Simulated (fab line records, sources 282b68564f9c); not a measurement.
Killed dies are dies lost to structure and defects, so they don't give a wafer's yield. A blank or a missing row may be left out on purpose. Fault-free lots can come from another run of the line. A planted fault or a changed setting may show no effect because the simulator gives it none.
fab line records	flow rit_cmos
[record] lots = 14	wafers = 42	last_day = 8
route steps=202 shown ACTIVE@2 PWELL@48 PRETRO@70 NSD@140 M1@202
lots that met no fault: from a run of the same line without faults
start_h: the number of hours between the record's first day and the start of the first shown wafer of the lot	wait_h: hours since the lot's step before	" repeats the value in the row above	L1.1+2: several wafers, shown together as one row	- no value, or no start was given	* or withheld: withheld	< > ~ a bound
route shown NAME@n: names a module that has steps shown in the file, with the first one's number in the route	usual: the fault-free wafers' mean and standard deviation	same: alike in all rows	chamber/n: place in a boat	sites: per-site readings	_std_site: standard deviation of those values	_edge_site: mean of outer sites minus mean of inner sites	radius_mm: how far each site lies from the wafer's centre	mask NAME#n: copy n	behind: the last tool/chamber to shape the wafer	hold: why the lot went on hold/how many hours it stayed there/how the hold came to an end	device: the n, p or np transistor that did not switch	end of line: at the end of the route, the tests of the same wafers	where a step has no rows: the recipe by itself	killed: dies that structure and defects cost at the first sort, which is not the same as the wafer's yield	map: per-die view of a wafer (x killed, . not killed, _ where there is no die)
set.NAME: the run value of the setting; set.NAME@STEP: its run value at that earlier step	model.NAME: the simulator's own value behind a step, which no gauge read
route steps across a sampled set of lots; one table per step, one row per wafer
services: when a tool's chamber went out of use (start_h, in hours from the record's first day, below 0 if earlier), for how many hours, and the reason
[[steps]]
[step RIT_ACTIVE_OXIDATION_01]
[recipe] temp_c = 1000	ambient = O2	target_thk_a = 468	ox_time_s = 3360
lot.wafer	tool	chamber	start_h	wait_h
L154.1+2+6	furnace-03	0	10.36	0.3
L155.2+4+6	furnace-04	0	18.83	3.8
L157.2+5+6	furnace-04	0	25.84	0.8
L159.2+3+6	furnace-01	0	36.08	1.0
L161.3+4+5	furnace-03	0	45.27	0.2
L163.1+5+6	furnace-04	0	55.14	0.1
L164.1+2+6	furnace-01	0	60.12	0.1
L165.2+5+6	furnace-04	0	65.14	0.1
L166.3+4+5	furnace-04	0	70.13	0.1
L168.1+2+6	furnace-04	0	80.12	0.1
L170.2+3+5	furnace-04	0	90.55	0.5
L174.1+3+4	furnace-03	0	112.71	2.7
L175.1+5+6	furnace-03	0	115.71	0.7
L176.4+5+6	furnace-01	0	120.64	0.6
[step RIT_ACTIVE_THK_MEAS_02]
[recipe] reads = SiO2_of_ACTIVE_OXIDATION_01
[usual] ACTIVE_OXIDE_THK = 47.1/1
lot.wafer	tool	chamber	start_h	wait_h	ACTIVE_OXIDE_THK[nm]
L154.1	film_metro-04	-	12.29	0.0	48.6
L154.2	"	-	"	"	48.4
L154.6	"	-	"	"	47.7
L155.2	film_metro-03	-	20.77	0.0	48.3
L155.4	"	-	"	"	48.3
L155.6	"	-	"	"	48.1
L157.2	film_metro-03	-	27.79	0.0	47.6
L157.5	"	-	"	"	47.7
L157.6	"	-	"	"	47.7
L159.2	film_metro-03	-	38.03	0.0	45.7
L159.3	"	-	"	"	46.3
L159.6	"	-	"	"	46.0
L161.3	film_metro-04	-	47.23	0.0	47.7
L161.4	"	-	"	"	48.4
L161.5	"	-	"	"	48.2
L163.1	film_metro-01	-	57.08	0.0	48.1
L163.5	"	-	"	"	48.5
L163.6	"	-	"	"	48.9
L164.1	film_metro-04	-	62.05	0.0	45.5
L164.2	"	-	"	"	45.6
L164.6	"	-	"	"	45.5
L165.2	film_metro-03	-	67.09	0.0	47.4
L165.5	"	-	"	"	48.0
L165.6	"	-	"	"	47.1
L166.3	film_metro-03	-	72.08	0.0	47.2
L166.4	"	-	"	"	46.5
L166.5	"	-	"	"	47.0
L168.1	film_metro-03	-	82.05	0.0	45.8
L168.2	"	-	"	"	46.4
L168.6	"	-	"	"	46.4
L170.2	film_metro-04	-	92.50	0.0	46.6
L170.3	"	-	"	"	47.3
L170.5	"	-	"	"	46.9
L174.1	film_metro-01	-	114.64	0.0	72.2
L174.3	"	-	"	"	72.1
L174.4	"	-	"	"	72.3
L175.1	film_metro-01	-	117.65	0.0	71.7
L175.5	"	-	"	"	71.9
L175.6	"	-	"	"	71.5
L176.4	film_metro-04	-	122.60	0.0	46.4
L176.5	"	-	"	"	46.4
L176.6	"	-	"	"	47.0
[step RIT_PWELL_STRIP_09]
[recipe] chemistry = O2	time_s = 180	resist = NOVOLAK	platen_temp_c = withheld	power_w = 500	pressure_mtorr = 4000	o2_flow_sccm = 4000
[usual] drypump_motor_current_A = 5.95/0.25	o2_flow_sccm = 4001/12
lot.wafer	tool	chamber	start_h	wait_h	drypump_motor_current_A	o2_flow_sccm	rf_hours_counter_h
L154.1	plasma_asher-02	1	31.37	0.1	5.64	3998	39
L154.2	"	0	"	"	5.51	4014	39
L154.6	"	0	"	"	5.52	3995	-
L155.2	plasma_asher-03	1	33.06	0.1	5.94	3989	38
L155.4	"	0	"	"	6.02	3985	-
L155.6	"	0	"	"	6.01	4002	-
L157.2	plasma_asher-03	1	39.96	0.1	5.90	4013	39
L157.5	"	1	"	"	5.92	3998	-
L157.6	"	0	"	"	6.00	3983	-
L159.2	plasma_asher-03	0	53.07	0.1	6.02	4009	41
L159.3	"	1	"	"	5.95	4017	-
L159.6	"	0	"	"	6.04	3999	-
L161.3	plasma_asher-03	0	58.80	0.1	6.03	3986	-
L161.4	"	1	"	"	5.93	3991	-
L161.5	"	0	"	"	6.04	3995	-
L163.1	plasma_asher-02	1	67.44	0.1	5.63	4004	43
L163.5	"	1	"	"	5.61	4003	-
L163.6	"	0	"	"	5.53	3988	-
L164.1	plasma_asher-03	1	73.65	0.1	5.93	4020	43
L164.2	"	0	"	"	6.04	4005	43
L164.6	"	0	"	"	6.04	4007	-
L165.2	plasma_asher-02	1	79.15	0.1	5.61	3987	45
L165.5	"	0	"	"	5.53	3980	-
L165.6	"	1	"	"	5.62	3992	-
L166.3	plasma_asher-02	0	84.20	0.1	5.51	4002	-
L166.4	"	1	"	"	5.60	3971	-
L166.5	"	1	"	"	5.64	3990	-
L168.1	plasma_asher-03	1	95.23	0.1	5.90	3996	45
L168.2	"	0	"	"	6.02	3988	45
L168.6	"	0	"	"	6.02	4022	-
L170.2	plasma_asher-03	1	104.14	0.1	5.93	4016	46
L170.3	"	0	"	"	5.99	4019	-
L170.5	"	1	"	"	5.91	4011	-
L174.1	plasma_asher-04	1	125.43	0.1	6.31	3974	48
L174.3	"	1	"	"	6.29	3996	-
L174.4	"	0	"	"	6.13	3980	-
L175.1	plasma_asher-03	1	132.90	0.1	5.91	4004	2
L175.5	"	0	"	"	6.04	4007	-
L175.6	"	1	"	"	5.90	4003	-
L176.4	plasma_asher-04	0	140.32	0.1	6.16	3994	-
L176.5	"	0	"	"	6.15	3984	-
L176.6	"	1	"	"	6.30	3971	-
[step RIT_PRETRO_OVL_MEAS_06]
[usual] PRETRO_OVL = -0.2/1.5
lot.wafer	tool	chamber	start_h	wait_h	PRETRO_OVL[nm]
L154.1	overlay-01	-	39.84	-	1.1
L154.2	"	-	"	"	2.3
L154.6	"	-	"	"	2.0
L155.2	overlay-01	-	42.46	-	1.0
L155.4	"	-	"	"	-0.5
L155.6	"	-	"	"	1.5
L157.2	overlay-01	-	48.20	-	-1.3
L157.5	"	-	"	"	2.0
L157.6	"	-	"	"	-0.6
L159.2	overlay-01	-	62.19	-	0.2
L159.3	"	-	"	"	-0.8
L159.6	"	-	"	"	-1.0
L161.3	overlay-01	-	67.03	-	1.9
L161.4	"	-	"	"	-0.8
L161.5	"	-	"	"	-0.2
L163.1	overlay-01	-	75.92	-	-1.1
L163.5	"	-	"	"	-0.7
L163.6	"	-	"	"	-1.7
L164.1	overlay-01	-	81.88	-	-1.0
L164.2	"	-	"	"	-1.2
L164.6	"	-	"	"	-0.9
L165.2	overlay-01	-	87.40	-	-0.8
L165.5	"	-	"	"	2.2
L165.6	"	-	"	"	2.9
L166.3	overlay-02	-	92.61	-	0.7
L166.4	"	-	"	"	-0.1
L166.5	"	-	"	"	1.9
L168.1	overlay-01	-	103.47	-	-2.0
L168.2	"	-	"	"	-3.2
L168.6	"	-	"	"	-1.5
L170.2	overlay-01	-	112.52	-	-0.1
L170.3	"	-	"	"	-1.2
L170.5	"	-	"	"	-1.6
L174.1	overlay-01	-	136.19	-	0.3
L174.3	"	-	"	"	1.4
L174.4	"	-	"	"	-0.8
L175.1	overlay-02	-	145.41	-	-0.2
L175.5	"	-	"	"	-0.4
L175.6	"	-	"	"	0.6
L176.4	overlay-01	-	150.34	-	-0.4
L176.5	"	-	"	"	1.3
L176.6	"	-	"	"	0.7
[step RIT_NSD_STRIP_09]
[recipe] chemistry = O2	time_s = 180	resist = NOVOLAK	platen_temp_c = withheld	power_w = 500	pressure_mtorr = 4000	o2_flow_sccm = 4000
[usual] drypump_motor_current_A = 5.7/0.3	o2_flow_sccm = 4001/12
lot.wafer	tool	chamber	start_h	wait_h	drypump_motor_current_A	o2_flow_sccm	rf_hours_counter_h
L154.1	plasma_asher-02	0	58.10	0.1	5.5	4016	42
L154.2	"	1	"	"	5.6	4005	42
L154.6	"	1	"	"	5.6	4001	-
L155.2	plasma_asher-03	0	60.25	0.1	6.0	3977	41
L155.4	"	0	"	"	6.0	3992	-
L155.6	"	1	"	"	5.9	4022	-
L157.2	plasma_asher-03	1	66.84	0.1	5.9	3998	42
L157.5	"	0	"	"	6.0	3992	-
L157.6	"	1	"	"	5.9	3997	-
L159.2	plasma_asher-03	1	80.22	0.1	5.9	4024	43
L159.3	"	0	"	"	6.0	4000	-
L159.6	"	1	"	"	5.9	4010	-
L161.3	plasma_asher-03	0	85.46	0.1	6.0	3999	-
L161.4	"	1	"	"	5.9	4006	-
L161.5	"	0	"	"	6.0	3991	-
L163.1	plasma_asher-02	1	93.77	0.1	5.6	3978	47
L163.5	"	1	"	"	5.7	4001	-
L163.6	"	0	"	"	5.5	4012	-
L164.1	plasma_asher-01	0	99.11	0.1	5.5	3984	31
L164.2	"	1	"	"	5.0	4003	31
L164.6	"	1	"	"	4.9	3993	-
L165.2	plasma_asher-01	1	104.19	0.1	5.0	4012	32
L165.5	"	1	"	"	5.0	4022	-
L165.6	"	0	"	"	5.5	3993	-
L166.3	plasma_asher-01	0	109.72	0.1	5.5	4005	-
L166.4	"	1	"	"	5.0	3995	-
L166.5	"	1	"	"	5.0	3993	-
L168.1	plasma_asher-02	1	119.43	0.1	5.6	3984	50
L168.2	"	0	"	"	5.5	4000	50
L168.6	"	0	"	"	5.5	3993	-
L170.2	plasma_asher-03	0	130.66	0.1	6.0	4012	1
L170.3	"	0	"	"	6.0	3998	-
L170.5	"	0	"	"	6.0	3993	-
L174.1	plasma_asher-01	1	157.47	0.1	5.0	4000	37
L174.3	"	1	"	"	5.0	3994	-
L174.4	"	0	"	"	5.6	3992	-
L175.1	plasma_asher-02	1	164.40	0.1	5.6	4004	54
L175.5	"	1	"	"	5.6	3992	-
L175.6	"	0	"	"	5.5	4027	-
L176.4	plasma_asher-02	0	173.60	0.1	5.5	4000	-
L176.5	"	1	"	"	5.6	4007	-
L176.6	"	0	"	"	5.5	3992	-
[step RIT_M1_PROBE_99]
[usual] killed_at_M0_to_M3 = 0.0/0.12	killed_at_contacts = 0.0/0.2	killed_at_front_end = 7/3	killed_dies = 7/3	killed_open = 3.4/1.8	killed_short = 3.8/2.1
[same] gross_dies = 264	killed_at_M4_up = 0	killed_at_back_side = 0	killed_at_other = 0
lot.wafer	tool	chamber	start_h	wait_h	killed_at_M0_to_M3	killed_at_contacts	killed_at_front_end	killed_dies	killed_open	killed_short
L154.1	prober-01	-	67.82	0.1	0	0	8	8	6	2
L154.2	prober-01	-	67.87	0.1	0	1	10	11	7	4
L154.6	prober-01	-	68.07	0.2	0	0	10	10	6	4
L159.2	prober-02	-	92.18	0.1	0	0	5	5	3	2
L159.3	prober-02	-	92.23	0.2	0	0	7	7	4	3
L159.6	prober-02	-	92.38	0.2	0	0	2	2	2	0
L164.1	prober-02	-	108.77	0.1	0	0	8	8	2	6
L164.2	prober-02	-	108.82	0.1	0	0	7	7	2	5
L164.6	prober-02	-	109.02	0.2	0	0	8	8	5	3
L168.1	prober-02	-	128.99	0.1	0	0	4	4	3	1
L168.2	prober-02	-	129.04	0.1	0	0	8	8	5	3
L168.6	prober-02	-	129.24	0.2	0	0	3	3	1	2
L170.2	prober-02	-	140.15	0.1	0	0	8	8	4	4
L170.3	prober-02	-	140.20	0.2	0	0	6	6	3	3
L170.5	prober-02	-	140.30	0.2	0	0	8	8	3	5
// killed by level:class
L154.1 GATE:geometric_particle:open=3 GATE:geometric_particle:short=2 REOX:geometric_particle:open=2 FOX1:geometric_particle:open=1
L154.2 GATE:geometric_particle:open=4 SILICIDE:geometric_particle:open=3 GATE:geometric_particle:short=2 REOX:geometric_particle:short=1 CONTACT:geometric_particle:short=1
L154.6 GATE:geometric_particle:open=2 GATE:geometric_particle:short=2 REOX:geometric_particle:open=2 REOX:geometric_particle:short=2 FOX1:geometric_particle:open=1 SILICIDE:geometric_particle:open=1
L159.2 GATE:geometric_particle:short=2 FOX1:geometric_particle:open=1 GATE:geometric_particle:open=1 SPACER:geometric_particle:open=1
L159.3 SPACER:geometric_particle:short=2 SPACER:geometric_particle:open=2 FOX1:geometric_particle:open=1 FOX2:geometric_particle:open=1 REOX:geometric_particle:short=1
L159.6 FOX1:geometric_particle:open=1 SILICIDE:geometric_particle:open=1
L164.1 GATE:geometric_particle:short=3 FOX1:geometric_particle:open=2 FOX1:geometric_particle:short=2 SILICIDE:geometric_particle:short=1
L164.2 GATE:geometric_particle:short=3 GATE:geometric_particle:open=2 FOX1:geometric_particle:short=1 SILICIDE:geometric_particle:short=1
L164.6 GATE:geometric_particle:short=3 REOX:geometric_particle:open=3 FOX1:geometric_particle:open=1 GATE:geometric_particle:open=1
L168.1 GATE:geometric_particle:short=1 REOX:geometric_particle:open=1 SPACER:geometric_particle:open=1 SILICIDE:geometric_particle:open=1
L168.2 GATE:geometric_particle:open=2 GATE:geometric_particle:short=2 FOX2:geometric_particle:open=1 REOX:geometric_particle:open=1 SPACER:geometric_particle:short=1 SPACER:geometric_particle:open=1
L168.6 REOX:geometric_particle:short=1 SILICIDE:geometric_particle:open=1 SILICIDE:geometric_particle:short=1
L170.2 FOX1:geometric_particle:open=4 GATE:geometric_particle:short=4
L170.3 FOX1:geometric_particle:open=2 FOX1:geometric_particle:short=1 GATE:geometric_particle:short=1 REOX:geometric_particle:open=1 SPACER:geometric_particle:short=1
L170.5 FOX1:geometric_particle:short=4 FOX1:geometric_particle:open=1 GATE:geometric_particle:open=1 REOX:geometric_particle:short=1 REOX:geometric_particle:open=1
[[services]]
tool	chamber	start_h	hours	kind
furnace-04	-	-11.71	3.3	pm
plasma_asher-04	-	12.91	14.6	pm
furnace-01	-	14.88	3.8	pm
furnace-03	-	16.20	3.5	pm
furnace-03	-	19.74	6.5	pm
furnace-01	-	63.13	2.2	pm
plasma_asher-03	-	76.25	2.9	repair
plasma_asher-04	-	78.88	2.8	pm
plasma_asher-03	-	108.75	9.0	pm
plasma_asher-03	0	108.75	9.0	vent_cycle
plasma_asher-03	1	108.75	9.0	vent_cycle
plasma_asher-03	-	116.03	0.7	repair
plasma_asher-03	0	117.75	-	clean
plasma_asher-03	1	117.75	-	clean
furnace-03	-	133.39	4.1	pm
plasma_asher-01	-	136.21	0.6	repair
furnace-04	-	159.15	3.9	pm
[[key]]
[first_sign] step = RIT_ACTIVE_THK_MEAS_02	reading = ACTIVE_OXIDE_THK	direction = up	sigmas = 24	usual = 47.1	struck = 71.9
effect none on later readings
met_at RIT_ACTIVE_OXIDATION_01
struck_lots L174,L175
tester_left_out L174,L175
not_acting_at RIT_PWELL_STRIP_09,RIT_PRETRO_OVL_MEAS_06,RIT_NSD_STRIP_09
onset_between 45.27 112.71
[fault] kind = process_parameter_drift	tool = furnace-03	chamber = -	onset_h = 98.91	steps = RIT_ACTIVE_OXIDATION_01	channel = ox_time_s	offset = *	shape = step	end_h = 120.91	acts_in = *	stated = *
// tester_left_out: of these lots the tester's yield and bins aren't shown, on N5 and GAA mostly nor the transistor test; their killed dies are dies lost to structure and defects alone, not to doping, threshold or leakage, so they don't give the yield
